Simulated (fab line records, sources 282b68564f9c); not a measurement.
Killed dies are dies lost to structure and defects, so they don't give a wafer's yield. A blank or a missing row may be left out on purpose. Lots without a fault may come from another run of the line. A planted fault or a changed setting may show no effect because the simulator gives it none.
fab line records | flow rit_cmos
record lots=7 wafers=21 last_day=6
route steps=202 shown NLDD@110 PLDD@114 SPACER@125 NSD@131 PSD@142
lots that met no fault: from a run of the same line without faults
start_h: hours from the record's first day to the start of the lot's first wafer shown | wait_h: hours since the lot's step before | " the same as in the row above | L1.1+2: a row that stands for several wafers | - no value, or no start given | * or withheld: withheld | < > ~ a bound
route shown NAME@n: a module of which the file shows steps, and the number in the route of the first | usual: mean/standard deviation of fault-free wafers | same: alike in all rows | chamber/n: place in a boat | sites: the reading at each site | _std_site: their standard deviation | _edge_site: outer sites' mean less inner sites' | radius_mm: how far each site lies from the wafer's centre | mask NAME#n: copy n | behind: the tool/chamber that last shaped the wafer | hold: why the lot was held/for how many hours/how that ended | device: the transistor (n, p or np) that didn't switch | end of line: the same wafers' tests at the end of the route | a step without rows: its recipe alone | killed: dies lost to structure and defects at the first sort, not the wafer's yield | map: a wafer's dies, x killed, . not, _ none there
set.NAME: the setting as run; set.NAME@STEP: as run at that earlier step | model.NAME: the simulator's own value behind a step, which no gauge read
lots at some steps of the route; a table a step, a row a wafer
services: from which hour (start_h, from the record's first day; less than 0 if before it) a tool's chamber was out of use, for how many hours, and why
## steps
# step RIT_NLDD_HARDBAKE_07
# recipe resist=NOVOLAK temp_c=140 time_s=60
# step RIT_NLDD_IMPLANT_08
# recipe species=P energy_kev=20 dose_cm2=5e+14 tilt_deg=7
# step RIT_NLDD_STRIP_09
# recipe chemistry=O2 time_s=180 resist=NOVOLAK platen_temp_c=withheld power_w=500 pressure_mtorr=4000 o2_flow_sccm=4000
# usual drypump_motor_current_A=6.0/0.31
# columns lot.wafer tool chamber start_h wait_h drypump_motor_current_A rf_hours_counter_h
L541.1 plasma_asher-04 1 60.82 0.1 6.3 22
L541.2 " 0 " " 6.7 22
L541.3 " 1 " " 6.4 -
L542.1 plasma_asher-02 0 61.06 0.1 5.8 44
L542.2 " 1 " " 5.9 44
L542.6 " 0 " " 5.8 -
L546.1 plasma_asher-02 0 85.90 0.1 5.8 45
L546.2 " 1 " " 5.9 45
L546.6 " 0 " " 5.8 -
L548.1 plasma_asher-02 1 93.75 0.1 5.9 46
L548.4 " 0 " " 5.8 -
L548.5 " 0 " " 5.8 -
L557.3 plasma_asher-03 1 135.00 0.1 5.8 -
L557.4 " 0 " " 5.8 -
L557.5 " 0 " " 5.8 -
L558.3 plasma_asher-02 0 135.11 0.1 5.7 -
L558.4 " 1 " " 5.9 -
L558.5 " 1 " " 5.9 -
L559.4 plasma_asher-02 1 140.74 0.1 5.9 -
L559.5 " 0 " " 5.8 -
L559.6 " 1 " " 6.0 -
# step RIT_NLDD_TW_MEAS_10
# usual NLDD_TW=2472/12
# columns lot.wafer tool chamber start_h wait_h NLDD_TW
L541.1 film_metro-03 - 60.99 0.1 2456
L541.2 " - " " 2477
L541.3 " - " " 2472
L542.1 film_metro-04 - 61.23 0.1 2446
L542.2 " - " " 2456
L542.6 " - " " 2455
L546.1 film_metro-04 - 86.08 0.1 2458
L546.2 " - " " 2472
L546.6 " - " " 2480
L548.1 film_metro-01 - 93.93 0.1 2502
L548.4 " - " " 2498
L548.5 " - " " 2498
L557.3 film_metro-04 - 135.13 0.1 2476
L557.4 " - " " 2470
L557.5 " - " " 2471
L558.3 film_metro-03 - 135.24 0.1 2466
L558.4 " - " " 2452
L558.5 " - " " 2464
L559.4 film_metro-04 - 140.89 0.1 2476
L559.5 " - " " 2479
L559.6 " - " " 2462
# step RIT_PLDD_HMDS_00
# recipe prime_time_s=60 prime_temp_c=140
# step RIT_PLDD_COAT_01
# recipe resist=NOVOLAK spin_rpm=3250 resist_thk_nm=1012
# step RIT_PLDD_SOFTBAKE_02
# recipe resist=NOVOLAK temp_c=90 time_s=60
# step RIT_PLDD_EXPOSE_03
# recipe mask_id=M8 na=0.57 target_cd_nm=40900 dose_mj=250
# step RIT_PLDD_PEB_04
# recipe resist=NOVOLAK temp_c=withheld time_s=withheld
# step RIT_PLDD_DEVELOP_05
# recipe resist=NOVOLAK develop_time_s=50 dev_temp_c=23
# step RIT_PLDD_OVL_MEAS_06
# usual PLDD_OVL=0.4/1.3
# columns lot.wafer tool chamber start_h wait_h PLDD_OVL[nm]
L541.1 overlay-01 - 62.03 - 0.8
L541.2 " - " " 0.3
L541.3 " - " " -3.6
L542.1 overlay-01 - 62.31 - 1.8
L542.2 " - " " 1.4
L542.6 " - " " 2.8
L546.1 overlay-01 - 86.99 - 1.6
L546.2 " - " " 2.2
L546.6 " - " " -0.7
L548.1 overlay-02 - 94.96 - 0.5
L548.4 " - " " 0.7
L548.5 " - " " 1.0
L557.3 overlay-02 - 136.04 - 0.2
L557.4 " - " " 1.4
L557.5 " - " " 0.1
L558.3 overlay-02 - 136.27 - -0.7
L558.4 " - " " -0.7
L558.5 " - " " -0.8
L559.4 overlay-01 - 141.87 - 0.6
L559.5 " - " " 0.9
L559.6 " - " " 0.0
# step RIT_PLDD_HARDBAKE_07
# recipe resist=NOVOLAK temp_c=140 time_s=60
# step RIT_PLDD_IMPLANT_08
# recipe species=BF2 energy_kev=20 dose_cm2=9e+14 tilt_deg=7
# usual implant_ion_amu=49/0
# columns lot.wafer tool chamber start_h wait_h implant_ion_amu model.implant.drp_nm model.implant.rp_nm
L541.1 implanter-04 0 62.24 0.1 49 9.752 17.62
L541.2 " 0 " " 49 9.752 17.62
L541.3 " 0 " " 49 9.752 17.62
L542.1 implanter-03 0 62.49 0.1 49 9.752 17.66
L542.2 " 0 " " 49 9.752 17.66
L542.6 " 0 " " 49 9.752 17.66
L546.1 implanter-02 0 87.17 0.1 49 9.752 16.6
L546.2 " 0 " " 49 9.752 16.6
L546.6 " 0 " " 49 9.752 16.6
L548.1 implanter-02 0 95.15 0.1 49 9.752 16.86
L548.4 " 0 " " 49 9.752 16.86
L548.5 " 0 " " 49 9.752 16.86
L557.3 implanter-04 0 136.26 0.1 75 7.212 15.59
L557.4 " 0 " " 75 7.212 15.59
L557.5 " 0 " " 75 7.212 15.59
L558.3 implanter-02 0 136.49 0.1 75 7.212 15.56
L558.4 " 0 " " 75 7.212 15.56
L558.5 " 0 " " 75 7.212 15.56
L559.4 implanter-04 0 142.11 0.1 75 7.212 15.95
L559.5 " 0 " " 75 7.212 15.95
L559.6 " 0 " " 75 7.212 15.95
# step RIT_PLDD_STRIP_09
# recipe chemistry=O2 time_s=180 resist=NOVOLAK platen_temp_c=withheld power_w=500 pressure_mtorr=4000 o2_flow_sccm=4000
# usual drypump_motor_current_A=6.2/0.36
# columns lot.wafer tool chamber start_h wait_h drypump_motor_current_A rf_hours_counter_h
L541.1 plasma_asher-04 1 62.39 0.1 6.4 23
L541.2 " 0 " " 6.7 23
L541.3 " 0 " " 6.7 -
L542.1 plasma_asher-01 0 62.64 0.1 5.7 42
L542.2 " 1 " " 6.4 42
L542.6 " 0 " " 5.7 -
L546.1 plasma_asher-03 1 87.32 0.1 5.8 44
L546.2 " 0 " " 5.8 44
L546.6 " 0 " " 5.8 -
L548.1 plasma_asher-01 0 95.30 0.1 5.7 46
L548.4 " 0 " " 5.7 -
L548.5 " 1 " " 6.4 -
L557.3 plasma_asher-04 0 136.42 0.1 6.6 -
L557.4 " 1 " " 6.3 -
L557.5 " 1 " " 6.3 -
L558.3 plasma_asher-03 1 136.65 0.1 5.8 -
L558.4 " 0 " " 5.9 -
L558.5 " 1 " " 5.8 -
L559.4 plasma_asher-04 0 142.24 0.1 6.7 -
L559.5 " 0 " " 6.7 -
L559.6 " 1 " " 6.3 -
# step RIT_PLDD_TW_MEAS_10
# usual PLDD_TW=2328/13
# columns lot.wafer tool chamber start_h wait_h PLDD_TW
L541.1 film_metro-04 - 62.56 0.1 2311
L541.2 " - " " 2312
L541.3 " - " " 2313
L542.1 film_metro-03 - 62.82 0.1 2325
L542.2 " - " " 2320
L542.6 " - " " 2319
L546.1 film_metro-04 - 87.50 0.1 2321
L546.2 " - " " 2330
L546.6 " - " " 2319
L548.1 film_metro-04 - 95.47 0.1 2315
L548.4 " - " " 2330
L548.5 " - " " 2319
L557.3 film_metro-01 - 136.56 0.1 2965
L557.4 " - " " 2981
L557.5 " - " " 2976
L558.3 film_metro-04 - 136.79 0.1 2938
L558.4 " - " " 2965
L558.5 " - " " 2950
L559.4 film_metro-04 - 142.39 0.1 2954
L559.5 " - " " 2953
L559.6 " - " " 2963
# step RIT_SPACER_CLEAN_00
# recipe chemistry=SC1 mix=3:3:50 time_s=600 temp_c=75
# step RIT_SPACER_CLEAN_01
# recipe chemistry=dHF dilution=50:1 time_s=30
# step RIT_SPACER_CLEAN_02
# recipe chemistry=SC2 mix=3:3:50 time_s=600 temp_c=75 dry=n2_spin
# step RIT_SPACER_CVD_03
# recipe material=Si3N4 target_thk_nm=250 temp_c=810 precursor=SiH2Cl2/NH3 time_s=3300 pressure_mtorr=300 sih2cl2_flow_sccm=60 nh3_flow_sccm=150
# step RIT_SPACER_THK_MEAS_04
# recipe reads=Si3N4_of_SPACER_CVD_03
# usual SPACER_NITRIDE_THK=250.2/2.7
# columns lot.wafer tool chamber start_h wait_h SPACER_NITRIDE_THK[nm]
L541.1 film_metro-03 - 64.94 0.0 250.7
L541.2 " - " " 252.0
L541.3 " - " " 251.2
L542.1 film_metro-02 - 65.18 0.0 251.6
L542.2 " - " " 254.0
L542.6 " - " " 254.8
L546.1 film_metro-04 - 89.86 0.0 251.9
L546.2 " - " " 252.0
L546.6 " - " " 251.4
L548.1 film_metro-03 - 97.82 0.0 254.2
L548.4 " - " " 252.1
L548.5 " - " " 251.9
L557.3 film_metro-03 - 138.93 0.0 249.7
L557.4 " - " " 250.4
L557.5 " - " " 251.0
L558.3 film_metro-03 - 140.47 0.0 248.1
L558.4 " - " " 249.2
L558.5 " - " " 249.7
L559.4 film_metro-02 - 144.77 0.0 255.3
L559.5 " - " " 254.6
L559.6 " - " " 253.6
# step RIT_SPACER_ETCHBACK_05
# recipe target_depth_a=2500 SF6_flow_sccm=30 CHF3_flow_sccm=30 target=Si3N4 chemistry=SF6/CHF3 pressure_mtorr=40 rf_w=250 time_s=240 stop_on=SiO2
# usual SF6_flow_sccm=29.99/0.094 drypump_motor_current_A=5.8/0.47 oes_product_au=0.849/0.013 throttle_valve_pct=10.30/0.16
# columns lot.wafer tool chamber start_h wait_h SF6_flow_sccm drypump_motor_current_A oes_product_au rf_hours_counter_h throttle_valve_pct
L541.1 rie_diel-02 3 65.00 0.1 30.05 5.1 0.870 69 10.19
L541.2 " 0 " " 30.02 6.1 0.829 41 10.45
L541.3 " 2 " " 29.91 5.7 0.845 35 10.32
L542.1 rie_diel-01 3 65.24 0.1 30.06 6.1 0.856 17 10.11
L542.2 " 0 " " 29.77 6.4 0.865 5 10.48
L542.6 " 2 " " 30.06 5.1 0.875 - 10.33
L546.1 rie_diel-02 0 89.92 0.1 30.06 6.1 0.829 41 10.45
L546.2 " 2 " " 29.96 5.7 0.840 35 10.33
L546.6 " 1 " " 30.05 6.5 0.844 - 10.48
L548.1 rie_diel-04 2 97.88 0.1 29.99 5.6 0.849 4 10.12
L548.4 " 0 " " 30.18 6.1 0.868 125 10.26
L548.5 " 1 " " 29.99 5.5 0.858 - 10.56
L557.3 rie_diel-01 1 138.97 0.0 30.01 6.2 0.841 5 10.06
L557.4 " 3 " " 30.05 6.1 0.860 - 10.14
L557.5 " 1 " " 30.21 6.2 0.843 - 10.07
L558.3 rie_diel-04 3 140.51 0.0 29.92 5.4 0.833 92 10.14
L558.4 " 1 " " 30.06 5.5 0.854 55 10.55
L558.5 " 2 " " 30.00 5.6 0.849 - 10.12
L559.4 rie_diel-04 2 144.80 0.0 30.03 5.6 0.857 5 10.12
L559.5 " 1 " " 29.88 5.5 0.862 - 10.56
L559.6 " 2 " " 30.11 5.6 0.856 - 10.12
# step RIT_NSD_HMDS_00
# recipe prime_time_s=60 prime_temp_c=140
# step RIT_NSD_COAT_01
# recipe resist=NOVOLAK spin_rpm=3250 resist_thk_nm=1000
# step RIT_NSD_SOFTBAKE_02
# recipe resist=NOVOLAK temp_c=90 time_s=60
# step RIT_NSD_EXPOSE_03
# recipe mask_id=M9 na=0.57 target_cd_nm=40700 dose_mj=250
# step RIT_NSD_PEB_04
# recipe resist=NOVOLAK temp_c=withheld time_s=withheld
# step RIT_NSD_DEVELOP_05
# recipe resist=NOVOLAK develop_time_s=50 dev_temp_c=23.85
# step RIT_NSD_OVL_MEAS_06
# usual NSD_OVL=0.3/1.5
# columns lot.wafer tool chamber start_h wait_h NSD_OVL[nm]
L541.1 overlay-01 - 66.12 - -0.5
L541.2 " - " " -0.1
L541.3 " - " " -1.3
L542.1 overlay-01 - 66.37 - 3.3
L542.2 " - " " 5.0
L542.6 " - " " 2.4
L546.1 overlay-02 - 90.93 - -1.6
L546.2 " - " " -0.3
L546.6 " - " " -1.4
L548.1 overlay-01 - 99.00 - 0.3
L548.4 " - " " 1.3
L548.5 " - " " 0.9
L557.3 overlay-01 - 139.99 - -0.5
L557.4 " - " " -1.9
L557.5 " - " " 0.7
L558.3 overlay-01 - 141.64 - -1.0
L558.4 " - " " -2.6
L558.5 " - " " -1.4
L559.4 overlay-01 - 145.94 - 1.2
L559.5 " - " " 0.7
L559.6 " - " " 3.6
# step RIT_NSD_HARDBAKE_07
# recipe resist=NOVOLAK temp_c=140 time_s=60
# step RIT_NSD_IMPLANT_08
# recipe species=P energy_kev=25 dose_cm2=1e+15 tilt_deg=7
# step RIT_NSD_STRIP_09
# recipe chemistry=O2 time_s=180 resist=NOVOLAK platen_temp_c=withheld power_w=500 pressure_mtorr=4000 o2_flow_sccm=4000
# usual drypump_motor_current_A=5.92/0.24
# columns lot.wafer tool chamber start_h wait_h drypump_motor_current_A rf_hours_counter_h
L541.1 plasma_asher-01 1 66.46 0.1 6.45 42
L541.2 " 0 " " 5.73 42
L541.3 " 1 " " 6.42 -
L542.1 plasma_asher-02 0 66.70 0.1 5.79 45
L542.2 " 1 " " 5.91 45
L542.6 " 0 " " 5.75 -
L546.1 plasma_asher-02 0 91.26 0.1 5.80 46
L546.2 " 1 " " 5.96 46
L546.6 " 0 " " 5.78 -
L548.1 plasma_asher-01 1 99.34 0.1 6.46 46
L548.4 " 0 " " 5.74 -
L548.5 " 1 " " 6.42 -
L557.3 plasma_asher-03 0 140.37 0.1 5.83 -
L557.4 " 1 " " 5.79 -
L557.5 " 0 " " 5.82 -
L558.3 plasma_asher-03 1 142.03 0.1 5.78 -
L558.4 " 0 " " 5.84 -
L558.5 " 0 " " 5.86 -
L559.4 plasma_asher-02 0 146.31 0.1 5.77 -
L559.5 " 1 " " 5.95 -
L559.6 " 0 " " 5.81 -
# step RIT_NSD_TW_MEAS_10
# usual NSD_TW=3100/19
# columns lot.wafer tool chamber start_h wait_h NSD_TW
L541.1 film_metro-04 - 66.64 0.1 3066
L541.2 " - " " 3074
L541.3 " - " " 3067
L542.1 film_metro-03 - 66.88 0.1 3096
L542.2 " - " " 3113
L542.6 " - " " 3095
L546.1 film_metro-03 - 91.44 0.1 3127
L546.2 " - " " 3097
L546.6 " - " " 3111
L548.1 film_metro-03 - 99.51 0.1 3090
L548.4 " - " " 3101
L548.5 " - " " 3094
L557.3 film_metro-01 - 140.51 0.1 3117
L557.4 " - " " 3104
L557.5 " - " " 3113
L558.3 film_metro-03 - 142.16 0.1 3089
L558.4 " - " " 3084
L558.5 " - " " 3091
L559.4 film_metro-01 - 146.46 0.1 3098
L559.5 " - " " 3101
L559.6 " - " " 3103
# step RIT_PSD_HMDS_00
# recipe prime_time_s=60 prime_temp_c=140
# step RIT_PSD_COAT_01
# recipe resist=NOVOLAK spin_rpm=3250 resist_thk_nm=1000
# step RIT_PSD_SOFTBAKE_02
# recipe resist=NOVOLAK temp_c=90 time_s=60
# step RIT_PSD_EXPOSE_03
# recipe mask_id=M10 na=0.57 target_cd_nm=40900 dose_mj=250
# step RIT_PSD_PEB_04
# recipe resist=NOVOLAK temp_c=withheld time_s=withheld
# step RIT_PSD_DEVELOP_05
# recipe resist=NOVOLAK develop_time_s=50 dev_temp_c=23
# step RIT_PSD_OVL_MEAS_06
# usual PSD_OVL=-0.5/1.5
# columns lot.wafer tool chamber start_h wait_h PSD_OVL[nm]
L541.1 overlay-01 - 67.55 - 0.3
L541.2 " - " " -0.2
L541.3 " - " " 0.8
L542.1 overlay-01 - 68.11 - -1.7
L542.2 " - " " -0.2
L542.6 " - " " 1.4
L546.1 overlay-02 - 92.35 - 1.3
L546.2 " - " " 0.7
L546.6 " - " " -0.2
L548.1 overlay-01 - 100.91 - -1.5
L548.4 " - " " -1.8
L548.5 " - " " -1.7
L557.3 overlay-02 - 141.41 - 2.0
L557.4 " - " " -0.3
L557.5 " - " " 1.4
L558.3 overlay-01 - 143.07 - 0.6
L558.4 " - " " 0.6
L558.5 " - " " 0.7
L559.4 overlay-01 - 147.36 - -0.8
L559.5 " - " " 1.3
L559.6 " - " " -1.3
# step RIT_PSD_HARDBAKE_07
# recipe resist=NOVOLAK temp_c=140 time_s=60
# step RIT_PSD_IMPLANT_08
# recipe species=BF2 energy_kev=27 dose_cm2=5e+15 tilt_deg=7
# step RIT_PSD_STRIP_09
# recipe chemistry=O2 time_s=180 resist=NOVOLAK platen_temp_c=withheld power_w=500 pressure_mtorr=4000 o2_flow_sccm=4000
# usual drypump_motor_current_A=6.2/0.35
# columns lot.wafer tool chamber start_h wait_h drypump_motor_current_A rf_hours_counter_h
L541.1 plasma_asher-04 0 68.07 0.1 6.7 23
L541.2 " 1 " " 6.3 23
L541.3 " 0 " " 6.7 -
L542.1 plasma_asher-04 0 68.45 0.1 6.6 23
L542.2 " 1 " " 6.3 23
L542.6 " 0 " " 6.7 -
L546.1 plasma_asher-01 1 92.68 0.1 6.5 45
L546.2 " 0 " " 5.7 45
L546.6 " 1 " " 6.4 -
L548.1 plasma_asher-01 1 101.25 0.1 6.4 46
L548.4 " 0 " " 5.7 -
L548.5 " 1 " " 6.4 -
L557.3 plasma_asher-01 1 141.81 0.1 6.4 -
L557.4 " 0 " " 5.7 -
L557.5 " 1 " " 6.4 -
L558.3 plasma_asher-02 1 143.45 0.1 5.9 -
L558.4 " 0 " " 5.8 -
L558.5 " 1 " " 5.9 -
L559.4 plasma_asher-01 1 147.74 0.1 6.4 -
L559.5 " 1 " " 6.4 -
L559.6 " 0 " " 5.7 -
# step RIT_SDANNEAL_RS_MEAS_06
# recipe thk_meas_gauge=four-point-probe
# usual PLDD_RS=178.2/0.44
# columns lot.wafer tool chamber start_h wait_h PLDD_RS[ohm/sq]
L541.1 film_metro-04 - 69.02 0.1 178.1
L541.2 " - " " 178.8
L541.3 " - " " 178.7
L542.1 film_metro-03 - 69.35 0.1 177.5
L542.2 " - " " 178.3
L542.6 " - " " 178.3
L546.1 film_metro-04 - 93.58 0.1 178.4
L546.2 " - " " 177.5
L546.6 " - " " 178.3
L548.1 film_metro-03 - 102.17 0.1 178.5
L548.4 " - " " 177.9
L548.5 " - " " 177.9
L557.3 film_metro-03 - 142.69 0.1 68.5
L557.4 " - " " 68.6
L557.5 " - " " 68.6
L558.3 film_metro-04 - 144.35 0.1 68.8
L558.4 " - " " 68.4
L558.5 " - " " 68.5
L559.4 film_metro-04 - 148.65 0.1 68.7
L559.5 " - " " 68.8
L559.6 " - " " 68.7
## services
# columns tool chamber start_h hours kind
rie_diel-04 3 60.04 2.2 repair
implanter-04 - 63.54 1.4 repair
plasma_asher-02 - 72.58 11.4 pm
implanter-03 - 78.52 5.1 repair
implanter-04 - 79.59 1.8 repair
rie_diel-02 3 100.56 8.9 repair
rie_diel-04 - 107.70 28.1 pm
plasma_asher-01 - 108.75 9.0 pm
plasma_asher-01 0 108.75 9.0 vent_cycle
plasma_asher-01 1 108.75 9.0 vent_cycle
plasma_asher-03 - 110.39 7.6 repair
plasma_asher-01 0 117.75 - clean
plasma_asher-01 1 117.75 - clean
implanter-03 - 121.64 3.7 repair
rie_diel-01 2 130.62 - clean
rie_diel-01 2 130.62 23.5 scheduled_down
rie_diel-01 2 130.62 23.5 vent_cycle
implanter-03 - 134.88 18.7 repair
## key
first_sign step=RIT_PLDD_IMPLANT_08 reading=implant_ion_amu direction=up sigmas=99+ usual=49 struck=75
effect step=RIT_PLDD_TW_MEAS_10 reading=PLDD_TW direction=up sigmas=50 usual=2328 struck=2961
effect step=RIT_SDANNEAL_RS_MEAS_06 reading=PLDD_RS direction=down sigmas=99+ usual=178.2 struck=68.6
model_effect step=RIT_PLDD_IMPLANT_08 value=implant.drp_nm without=9.752 struck=7.212
met_at RIT_PLDD_IMPLANT_08
struck_wafers L557.3,L557.4,L557.5,L558.3,L558.4,L558.5,L559.4,L559.5,L559.6
sort_left_out L557.3,L557.4,L557.5,L558.3,L558.4,L558.5,L559.4,L559.5,L559.6
tester_left_out L557,L558,L559
onset_between 95.15 136.26
fault kind=wrong_recipe_download tool=implanter-02,implanter-03,implanter-04 chamber=- onset_h=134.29 steps=RIT_PLDD_IMPLANT_08 wrong_recipe.not_listed=1
# tester_left_out: of these lots the tester's yield and bins aren't shown, on N5 and GAA mostly nor the transistor test; their killed dies are dies lost to structure and defects alone, not to doping, threshold or leakage, so they don't give the yield
# sort_left_out: the simulated sort isn't trusted on such a fault, so these wafers' sort isn't shown, and their yield isn't known
